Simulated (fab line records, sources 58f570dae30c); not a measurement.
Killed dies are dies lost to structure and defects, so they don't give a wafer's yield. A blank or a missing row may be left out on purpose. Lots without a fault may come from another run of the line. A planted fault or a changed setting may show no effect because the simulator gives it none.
fab line records | flow berkeley_cmos170 | part 1 of 2: steps 1 to 26 of 37
record lots=5 wafers=15 last_day=11
route steps=331 shown PWELL@39 WELLDRIVE@55 ACTIVE@60
lots that met no fault: from a run of the same line without faults
start_h: hours from the record's first day to the start of the lot's first wafer shown | wait_h: hours since the lot's step before | " the same as in the row above | L1.1+2: a row that stands for several wafers | - no value, or no start given | * or withheld: withheld | < > ~ a bound
route shown NAME@n: a module of which the file shows steps, and the number in the route of the first | usual: mean/standard deviation of fault-free wafers | same: alike in all rows | chamber/n: place in a boat | sites: the reading at each site | _std_site: their standard deviation | _edge_site: outer sites' mean less inner sites' | radius_mm: how far each site lies from the wafer's centre | mask NAME#n: copy n | behind: the tool/chamber that last shaped the wafer | hold: why the lot was held/for how many hours/how that ended | device: the transistor (n, p or np) that didn't switch | end of line: the same wafers' tests at the end of the route | a step without rows: its recipe alone | killed: dies lost to structure and defects at the first sort, not the wafer's yield | map: a wafer's dies, x killed, . not, _ none there
set.NAME: the setting as run; set.NAME@STEP: as run at that earlier step | model.NAME: the simulator's own value behind a step, which no gauge read
lots at some steps of the route; a table a step, a row a wafer
services: from which hour (start_h, from the record's first day; less than 0 if before it) a tool's chamber was out of use, for how many hours, and why
## steps
# step UCB170_PWELL_CVD_05
# recipe material=Si3N4 target_thk_nm=220 temp_c=800 precursor=SiH2Cl2/NH3 time_s=3300 pressure_mtorr=200 sih2cl2_flow_sccm=25 nh3_flow_sccm=75
# usual pressure_mtorr=199.8/0.38 zone_power_centre_pct=38/4
# columns lot.wafer tool chamber start_h wait_h pressure_mtorr zone_power_centre_pct
L076.1 lpcvd-01 1 55.96 0.0 199.8 36
L076.3 " 1 " " 200.1 37
L076.6 " 1 " " 199.1 37
L079.1 lpcvd-01 0 74.16 0.1 199.9 32
L079.2 " 0 " " 200.1 33
L079.6 " 0 " " 199.9 32
L081.2 lpcvd-02 0 82.63 0.0 199.4 38
L081.3 " 0 " " 199.8 38
L081.4 " 0 " " 199.8 38
L086.3 lpcvd-02 0 115.20 0.0 199.8 39
L086.5 " 0 " " 199.7 38
L086.6 " 0 " " 200.1 38
L092.1 lpcvd-02 1 136.52 0.0 200.2 43
L092.2 " 1 " " 200.1 44
L092.4 " 1 " " 200.2 43
# step UCB170_PWELL_THK_MEAS_06
# recipe reads=Si3N4_of_PWELL_CVD_05
# usual PWELL_NITRIDE_THK=219.7/2.4
# columns lot.wafer tool chamber start_h wait_h PWELL_NITRIDE_THK[nm]
L076.1 film_metro-01 - 58.01 0.1 221.4
L076.3 " - " " 221.6
L076.6 " - " " 221.5
L079.1 film_metro-01 - 76.08 0.0 222.0
L079.2 " - " " 221.2
L079.6 " - " " 222.7
L081.2 film_metro-02 - 84.56 0.0 216.5
L081.3 " - " " 218.5
L081.4 " - " " 217.7
L086.3 film_metro-04 - 117.15 0.0 219.0
L086.5 " - " " 218.0
L086.6 " - " " 216.9
L092.1 film_metro-01 - 138.44 0.0 219.4
L092.2 " - " " 218.9
L092.4 " - " " 219.4
# step UCB170_PWELL_HMDS_07
# recipe prime_time_s=60 prime_temp_c=100
# usual prime_temp_c=99.98/0.12
# columns lot.wafer tool chamber start_h wait_h prime_temp_c
L076.1 litho_track-04 0 58.07 0.1 100.03
L076.3 " 0 " " 99.79
L076.6 " 0 " " 99.87
L079.1 litho_track-02 0 76.14 0.1 99.95
L079.2 " 0 " " 100.01
L079.6 " 0 " " 100.02
L081.2 litho_track-02 0 84.91 0.3 100.11
L081.3 " 0 " " 100.15
L081.4 " 0 " " 99.97
L086.3 litho_track-03 0 117.61 0.4 100.22
L086.5 " 0 " " 100.05
L086.6 " 0 " " 100.17
L092.1 litho_track-04 0 138.72 0.3 100.00
L092.2 " 0 " " 99.78
L092.4 " 0 " " 99.95
# step UCB170_PWELL_COAT_08
# recipe resist=KrF spin_rpm=1500 resist_thk_nm=900
# usual spin_speed_rpm=1500.1/1
# columns lot.wafer tool chamber start_h wait_h spin_speed_rpm
L076.1 litho_track-04 0 58.22 0.1 1499.3
L076.3 " 0 " " 1499.2
L076.6 " 0 " " 1499.6
L079.1 litho_track-02 0 76.29 0.1 1500.7
L079.2 " 0 " " 1500.7
L079.6 " 0 " " 1499.5
L081.2 litho_track-02 0 85.06 0.1 1500.5
L081.3 " 0 " " 1499.4
L081.4 " 0 " " 1500.3
L086.3 litho_track-03 0 117.76 0.1 1499.4
L086.5 " 0 " " 1499.8
L086.6 " 0 " " 1499.4
L092.1 litho_track-04 0 138.87 0.1 1501.1
L092.2 " 0 " " 1500.9
L092.4 " 0 " " 1500.6
# step UCB170_PWELL_SOFTBAKE_09
# recipe resist=KrF temp_c=130 time_s=60
# columns lot.wafer tool chamber start_h wait_h
L076.1+3+6 litho_track-04 0 58.37 0.1
L079.1+2+6 litho_track-02 0 76.44 0.1
L081.2+3+4 litho_track-02 0 85.21 0.1
L086.3+5+6 litho_track-03 0 117.91 0.1
L092.1+2+4 litho_track-04 0 139.02 0.1
# step UCB170_PWELL_EXPOSE_10
# recipe mask_id=PWELL target_cd_nm=3000 na=0.5 sigma_outer=0.6 source_shape=conventional dose_mj=19
# usual focus_offset_nm=-0.1/0.55
# columns lot.wafer tool chamber start_h wait_h mask focus_offset_nm
L076.1 krf_scanner-02 0 58.65 0.2 PWELL#0 -0.2
L076.3 " 0 " " PWELL#0 -0.1
L076.6 " 0 " " PWELL#0 -1.0
L079.1 krf_scanner-01 0 76.72 0.2 PWELL#0 0.3
L079.2 " 0 " " PWELL#0 0.4
L079.6 " 0 " " PWELL#0 0.2
L081.2 krf_scanner-01 0 85.64 0.4 PWELL#0 0.3
L081.3 " 0 " " PWELL#0 0.9
L081.4 " 0 " " PWELL#0 0.7
L086.3 krf_scanner-01 0 118.16 0.2 PWELL#0 0.1
L086.5 " 0 " " PWELL#0 -0.5
L086.6 " 0 " " PWELL#0 0.1
L092.1 krf_scanner-02 0 139.20 0.2 PWELL#0 0.0
L092.2 " 0 " " PWELL#0 0.1
L092.4 " 0 " " PWELL#0 0.4
# step UCB170_PWELL_PEB_11
# recipe peb_temp_c=130 peb_time_s=withheld resist=KrF
# columns lot.wafer tool chamber start_h wait_h
L076.1+3+6 litho_track-04 0 58.97 0.3
L079.1+2+6 litho_track-04 0 76.83 0.1
L081.2+3+4 litho_track-04 0 85.77 0.1
L086.3+5+6 litho_track-02 0 118.33 0.2
L092.1+2+4 litho_track-03 0 139.36 0.1
# step UCB170_PWELL_DEVELOP_12
# recipe developer=TMAH develop_time_s=45 resist=KrF dev_temp_c=21
# columns lot.wafer tool chamber start_h wait_h
L076.1+3+6 litho_track-04 0 - -
L079.1+2+6 litho_track-04 0 - -
L081.2+3+4 litho_track-04 0 - -
L086.3+5+6 litho_track-02 0 - -
L092.1+2+4 litho_track-03 0 - -
# step UCB170_PWELL_OVL_MEAS_13
# usual PWELL_OVL=-1/5.3
# columns lot.wafer tool chamber start_h wait_h PWELL_OVL[nm]
L076.1 overlay-02 - 59.25 - 3
L076.3 " - " " 1
L076.6 " - " " 1
L079.1 overlay-02 - 77.11 - 4
L079.2 " - " " 4
L079.6 " - " " 4
L081.2 overlay-02 - 86.02 - -6
L081.3 " - " " -5
L081.4 " - " " -4
L086.3 overlay-02 - 118.57 - 1
L086.5 " - " " 3
L086.6 " - " " 3
L092.1 overlay-01 - 139.63 - -13
L092.2 " - " " -9
L092.4 " - " " -14
# step UCB170_PWELL_ETCH_14
# recipe chemistry=CH3F/Ar/O2 target=Si3N4 stop_on=SiO2 CH3F_flow_sccm=20 Ar_flow_sccm=50 O2_flow_sccm=7 pressure_mtorr=50 rf_w=450 target_depth_a=2420 over_etch_frac=0.1 time_s=151
# usual drypump_motor_current_A=5.9/0.42 oes_product_au=0.939/0.014 rf_fwd_power_W=448.5/1.6 throttle_valve_pct=8.12/0.092
# columns lot.wafer tool chamber start_h wait_h drypump_motor_current_A oes_product_au rf_fwd_power_W rf_hours_counter_h throttle_valve_pct
L076.1 rie_diel-01 2 59.29 0.0 5.9 0.946 447.8 80 8.24
L076.3 " 1 " " 6.3 0.941 448.0 21 8.13
L076.6 " 1 " " 6.3 0.940 449.9 - 8.15
L079.1 rie_diel-01 2 77.14 0.0 5.9 0.952 450.7 80 8.23
L079.2 " 1 " " 6.3 0.948 447.4 22 8.14
L079.6 " 2 " " 5.9 0.945 451.1 - 8.24
L081.2 rie_diel-04 3 86.05 0.0 5.9 0.912 446.6 29 7.95
L081.3 " 2 " " 5.1 0.925 449.2 40 8.19
L081.4 " 1 " " 5.0 0.933 448.8 139 8.19
L086.3 rie_diel-04 2 118.59 0.0 5.1 0.923 450.4 41 8.17
L086.5 " 0 " " 5.7 0.932 447.5 - 8.21
L086.6 " 1 " " 5.0 0.933 447.8 - 8.16
L092.1 rie_diel-04 1 139.67 0.0 4.9 0.940 449.8 142 8.18
L092.2 " 3 " " 5.8 0.930 448.0 30 7.94
L092.4 " 2 " " 5.1 0.929 447.6 42 8.20
# step UCB170_PWELL_IMPLANT_15
# recipe species=B dose_cm2=5e+12 energy_kev=60 tilt_deg=7
# columns lot.wafer tool chamber start_h wait_h
L076.1+3+6 implanter-03 0 59.39 0.1
L079.1+2+6 implanter-04 0 77.24 0.1
L081.2+3+4 implanter-03 0 86.18 0.1
L086.3+5+6 implanter-03 0 118.74 0.1
L092.1+2+4 implanter-03 0 139.77 0.1
# step UCB170_PWELL_STRIP_16
# recipe chemistry=O2 power_w=400 pressure_mtorr=3500 platen_temp_c=withheld o2_flow_sccm=400 overash_fraction=0.5
# usual drypump_motor_current_A=5.7/0.39 oes_product_au=0.721/0.0048 strip_time_to_endpoint_s=18.09/0.081
# columns lot.wafer tool chamber start_h wait_h drypump_motor_current_A oes_product_au rf_hours_counter_h strip_time_to_endpoint_s
L076.1 plasma_asher-02 0 59.54 0.1 6.2 0.719 33 18.03
L076.3 " 1 " " 5.8 0.728 - 18.21
L076.6 " 1 " " 5.8 0.718 - 18.25
L079.1 plasma_asher-04 0 77.39 0.1 5.3 0.720 27 17.98
L079.2 " 1 " " 5.9 0.718 27 18.23
L079.6 " 0 " " 5.3 0.716 - 18.06
L081.2 plasma_asher-04 0 86.30 0.1 5.3 0.721 28 18.08
L081.3 " 1 " " 5.9 0.725 - 18.02
L081.4 " 0 " " 5.3 0.725 - 18.09
L086.3 plasma_asher-01 0 118.88 0.1 6.0 0.712 - 18.10
L086.5 " 0 " " 6.0 0.717 - 18.08
L086.6 " 1 " " 5.2 0.716 - 18.11
L092.1 plasma_asher-04 1 139.92 0.1 6.0 0.715 35 18.11
L092.2 " 0 " " 5.3 0.721 35 18.13
L092.4 " 1 " " 6.0 0.722 - 17.99
# step UCB170_PWELL_TW_MEAS_17
# usual PWELL_TW=381/3.3
# columns lot.wafer tool chamber start_h wait_h PWELL_TW
L076.1 film_metro-01 - 59.64 0.1 380
L076.3 " - " " 380
L076.6 " - " " 377
L079.1 film_metro-01 - 77.49 0.1 378
L079.2 " - " " 379
L079.6 " - " " 377
L081.2 film_metro-04 - 86.41 0.1 384
L081.3 " - " " 384
L081.4 " - " " 385
L086.3 film_metro-02 - 118.96 0.1 378
L086.5 " - " " 377
L086.6 " - " " 380
L092.1 film_metro-04 - 140.02 0.1 381
L092.2 " - " " 384
L092.4 " - " " 382
# step UCB170_PWELL_CLEAN_18
# recipe chemistry=SPM temp_c=120 time_s=600
# usual bath_heat_duty_pct=13.8/1
# columns lot.wafer tool chamber start_h wait_h bath_heat_duty_pct
L076.1 wet_bench-04 3 59.70 0.1 13.6
L076.3 " 3 " " 14.7
L076.6 " 3 " " 13.4
L079.1 wet_bench-03 1 77.55 0.1 12.5
L079.2 " 1 " " 11.4
L079.6 " 1 " " 13.5
L081.2 wet_bench-03 0 86.46 0.0 13.8
L081.3 " 0 " " 14.7
L081.4 " 0 " " 15.0
L086.3 wet_bench-03 3 119.08 0.1 13.6
L086.5 " 3 " " 13.2
L086.6 " 3 " " 12.2
L092.1 wet_bench-04 3 140.08 0.1 13.2
L092.2 " 3 " " 13.7
L092.4 " 3 " " 13.5
# step UCB170_PWELL_WET_ETCH_19
# recipe chemistry=H3PO4 target=Si3N4 temp_c=160 time_s=14400
# usual bath_heat_duty_pct=27.9/2.2
# columns lot.wafer tool chamber start_h wait_h bath_heat_duty_pct
L076.1 wet_bench-04 0 59.93 0.1 27.3
L076.3 " 0 " " 26.9
L076.6 " 0 " " 27.4
L079.1 wet_bench-03 2 77.75 0.0 26.7
L079.2 " 2 " " 26.0
L079.6 " 2 " " 28.2
L081.2 wet_bench-03 1 86.68 0.0 26.0
L081.3 " 1 " " 25.6
L081.4 " 1 " " 24.6
L086.3 wet_bench-03 3 119.28 0.0 26.7
L086.5 " 3 " " 26.6
L086.6 " 3 " " 26.6
L092.1 wet_bench-02 0 140.25 0.0 31.2
L092.2 " 0 " " 29.8
L092.4 " 0 " " 30.0
# step UCB170_PWELL_WET_ETCH_20
# recipe chemistry=BOE dilution=5:1 target=SiO2 temp_c=25 time_s=22
# usual bath_heat_duty_pct=6.4/0.57
# columns lot.wafer tool chamber start_h wait_h bath_heat_duty_pct
L076.1 wet_bench-04 3 63.94 0.0 6.8
L076.3 " 3 " " 6.1
L076.6 " 3 " " 6.7
L079.1 wet_bench-04 2 82.58 0.1 6.2
L079.2 " 2 " " 7.0
L079.6 " 2 " " 6.7
L081.2 wet_bench-04 3 91.05 0.0 6.7
L081.3 " 3 " " 6.3
L081.4 " 3 " " 6.7
L086.3 wet_bench-03 2 123.29 0.0 5.4
L086.5 " 2 " " 6.6
L086.6 " 2 " " 6.3
L092.1 wet_bench-04 2 144.64 0.0 6.4
L092.2 " 2 " " 7.1
L092.4 " 2 " " 6.1
# step UCB170_WELLDRIVE_CLEAN_00
# recipe chemistry=SPM temp_c=120 time_s=600
# usual bath_heat_duty_pct=14.0/1.1
# columns lot.wafer tool chamber start_h wait_h bath_heat_duty_pct
L076.1 wet_bench-04 1 63.96 0.0 14.4
L076.3 " 1 " " 14.6
L076.6 " 1 " " 16.1
L079.1 wet_bench-03 0 82.72 0.1 14.1
L079.2 " 0 " " 13.9
L079.6 " 0 " " 14.1
L081.2 wet_bench-02 3 91.07 0.0 13.1
L081.3 " 3 " " 13.2
L081.4 " 3 " " 13.5
L086.3 wet_bench-03 0 123.31 0.0 15.0
L086.5 " 0 " " 14.4
L086.6 " 0 " " 13.8
L092.1 wet_bench-04 1 144.68 0.0 14.8
L092.2 " 1 " " 13.3
L092.4 " 1 " " 14.4
# step UCB170_WELLDRIVE_OXIDATION_01
# recipe temp_c=1100 ambient=O2 target_thk_a=1990 ox_time_s=8701
# usual tube_center_temp_C=1100/0.1 zone_power_centre_pct=54.2/2
# columns lot.wafer tool chamber start_h wait_h tube_center_temp_C zone_power_centre_pct
L076.1 furnace-01 0 66.66 2.5 1100.1 52.7
L076.3 " 0 " " 1100.2 53.0
L076.6 " 0 " " 1100 51.8
L079.1 furnace-01 0 84.55 1.6 1100.1 52.1
L079.2 " 0 " " 1100 54.0
L079.6 " 0 " " 1100 53.2
L081.2 furnace-01 0 95.40 4.2 1099.9 52.6
L081.3 " 0 " " 1100 52.8
L081.4 " 0 " " 1100 51.6
L086.3 furnace-04 0 127.34 3.8 1100.1 56.7
L086.5 " 0 " " 1099.9 56.6
L086.6 " 0 " " 1100 56.4
L092.1 furnace-01 0 148.60 3.8 1100.1 52.3
L092.2 " 0 " " 1099.9 52.5
L092.4 " 0 " " 1099.8 53.4
# step UCB170_WELLDRIVE_THK_MEAS_02
# recipe reads=SiO2_of_WELLDRIVE_OXIDATION_01
# usual WELLDRIVE_OXIDE_THK=194.7/2.8
# columns lot.wafer tool chamber start_h wait_h WELLDRIVE_OXIDE_THK[nm]
L076.1 film_metro-02 - 70.79 0.6 192.0
L076.3 " - " " 193.4
L076.6 " - " " 197.1
L079.1 film_metro-04 - 88.08 0.0 195.4
L079.2 " - " " 197.9
L079.6 " - " " 197.4
L081.2 film_metro-03 - 98.91 0.0 194.9
L081.3 " - " " 193.9
L081.4 " - " " 194.4
L086.3 film_metro-03 - 130.86 0.0 195.9
L086.5 " - " " 196.8
L086.6 " - " " 196.8
L092.1 film_metro-02 - 152.10 0.0 194.8
L092.2 " - " " 190.3
L092.4 " - " " 193.2
# step UCB170_WELLDRIVE_ANNEAL_03
# recipe temp_c=1100 time_s=900 ambient=N2
# usual tube_center_temp_C=1100/0.11 zone_power_centre_pct=55.1/2.2
# columns lot.wafer tool chamber start_h wait_h tube_center_temp_C zone_power_centre_pct
L076.1 furnace-03 0 75.78 5.0 1100.1 57.9
L076.3 " 0 " " 1100.1 57.9
L076.6 " 0 " " 1100.1 58.0
L079.1 furnace-03 0 93.66 5.6 1099.9 57.8
L079.2 " 0 " " 1100 57.7
L079.6 " 0 " " 1100 57.2
L081.2 furnace-01 0 103.03 4.1 1100 52.4
L081.3 " 0 " " 1100.1 51.7
L081.4 " 0 " " 1100.1 52.6
L086.3 furnace-01 0 134.77 3.9 1100.1 53.1
L086.5 " 0 " " 1100.1 53.7
L086.6 " 0 " " 1100 52.0
L092.1 furnace-04 0 153.90 1.8 1100.2 56.1
L092.2 " 0 " " 1100.2 55.7
L092.4 " 0 " " 1100.1 56.2
# step UCB170_WELLDRIVE_WET_ETCH_04
# recipe chemistry=BOE dilution=5:1 target=SiO2 temp_c=25 time_s=120
# usual bath_heat_duty_pct=6.4/0.61
# columns lot.wafer tool chamber start_h wait_h bath_heat_duty_pct
L076.1 wet_bench-03 3 77.03 0.0 6.2
L076.3 " 3 " " 6.0
L076.6 " 3 " " 5.8
L079.1 wet_bench-04 1 97.19 2.3 6.8
L079.2 " 1 " " 7.3
L079.6 " 1 " " 5.7
L081.2 wet_bench-02 3 104.28 0.0 6.0
L081.3 " 3 " " 6.3
L081.4 " 3 " " 6.8
L086.3 wet_bench-03 1 136.02 0.0 5.4
L086.5 " 1 " " 5.4
L086.6 " 1 " " 6.2
L092.1 wet_bench-02 3 155.15 0.0 5.8
L092.2 " 3 " " 5.4
L092.4 " 3 " " 6.0
# step UCB170_ACTIVE_CLEAN_00
# recipe chemistry=SPM temp_c=120 time_s=600
# usual bath_heat_duty_pct=13.9/1
# columns lot.wafer tool chamber start_h wait_h bath_heat_duty_pct
L076.1 wet_bench-03 0 77.08 0.0 13.8
L076.3 " 0 " " 14.8
L076.6 " 0 " " 14.5
L079.1 wet_bench-04 1 97.48 0.3 13.9
L079.2 " 1 " " 13.5
L079.6 " 1 " " 14.1
L081.2 wet_bench-04 1 104.32 0.0 14.1
L081.3 " 1 " " 12.2
L081.4 " 1 " " 14.1
L086.3 wet_bench-03 3 136.06 0.0 13.5
L086.5 " 3 " " 13.8
L086.6 " 3 " " 13.9
L092.1 wet_bench-02 2 155.20 0.0 12.7
L092.2 " 2 " " 14.0
L092.4 " 2 " " 14.0
# step UCB170_ACTIVE_CLEAN_01
# recipe chemistry=dHF dilution=25:1 time_s=60
# columns lot.wafer tool chamber start_h wait_h
L076.1+3+6 wet_bench-03 1 77.27 0.0
L079.1+2+6 wet_bench-04 3 97.83 0.2
L081.2+3+4 wet_bench-04 1 104.49 0.0
L086.3+5+6 wet_bench-03 3 136.23 0.0
L092.1+2+4 wet_bench-02 1 155.39 0.0
# step UCB170_ACTIVE_OXIDATION_02
# recipe temp_c=1000 ambient=O2 target_thk_a=264 ox_time_s=1260
# usual tube_center_temp_C=1000/0.086 zone_power_centre_pct=46.7/2.5
# columns lot.wafer tool chamber start_h wait_h tube_center_temp_C zone_power_centre_pct
L076.1 furnace-01 0 83.20 5.9 1000.1 46.4
L076.3 " 0 " " 999.95 47.6
L076.6 " 0 " " 1000.1 45.8
L079.1 furnace-04 0 100.80 2.9 999.9 50.0
L079.2 " 0 " " 1000.1 50.2
L079.6 " 0 " " 999.98 50.0
L081.2 furnace-02 0 107.11 2.6 999.97 43.5
L081.3 " 0 " " 999.92 44.6
L081.4 " 0 " " 1000 43.7
L086.3 furnace-02 0 140.54 4.3 999.98 44.0
L086.5 " 0 " " 999.98 43.7
L086.6 " 0 " " 1000 43.7
L092.1 furnace-02 0 159.50 4.1 999.97 44.0
L092.2 " 0 " " 1000.1 44.1
L092.4 " 0 " " 999.85 44.0
# step UCB170_ACTIVE_THK_MEAS_03
# recipe reads=SiO2_of_ACTIVE_OXIDATION_02
# usual ACTIVE_OXIDE_THK=26.2/0.63
# columns lot.wafer tool chamber start_h wait_h ACTIVE_OXIDE_THK[nm]
L076.1 film_metro-01 - 84.61 0.1 26.0
L076.3 " - " " 26.1
L076.6 " - " " 26.0
L079.1 film_metro-01 - 102.15 0.0 25.9
L079.2 " - " " 25.4
L079.6 " - " " 25.3
L081.2 film_metro-01 - 108.47 0.0 26.9
L081.3 " - " " 26.7
L081.4 " - " " 27.0
L086.3 film_metro-01 - 141.91 0.0 25.5
L086.5 " - " " 25.7
L086.6 " - " " 26.1
L092.1 film_metro-02 - 160.85 0.0 25.9
L092.2 " - " " 25.9
L092.4 " - " " 25.9
# step UCB170_ACTIVE_ANNEAL_04
# recipe temp_c=1000 time_s=900 ambient=N2
# usual tube_center_temp_C=1000/0.092 zone_power_centre_pct=46.9/2.5
# columns lot.wafer tool chamber start_h wait_h tube_center_temp_C zone_power_centre_pct
L076.1 furnace-01 0 92.80 8.2 999.81 46.8
L076.3 " 0 " " 999.87 46.8
L076.6 " 0 " " 1000.1 46.9
L079.1 furnace-01 0 105.61 3.4 1000 46.1
L079.2 " 0 " " 1000 46.9
L079.6 " 0 " " 999.99 47.4
L081.2 furnace-02 0 109.79 1.3 1000.1 44.1
L081.3 " 0 " " 1000.2 44.4
L081.4 " 0 " " 999.87 43.4
L086.3 furnace-04 0 146.20 4.3 1000 49.8
L086.5 " 0 " " 999.92 50.8
L086.6 " 0 " " 999.92 50.5
L092.1 furnace-02 0 163.44 2.6 999.98 44.2
L092.2 " 0 " " 999.95 44.4
L092.4 " 0 " " 1000 43.3
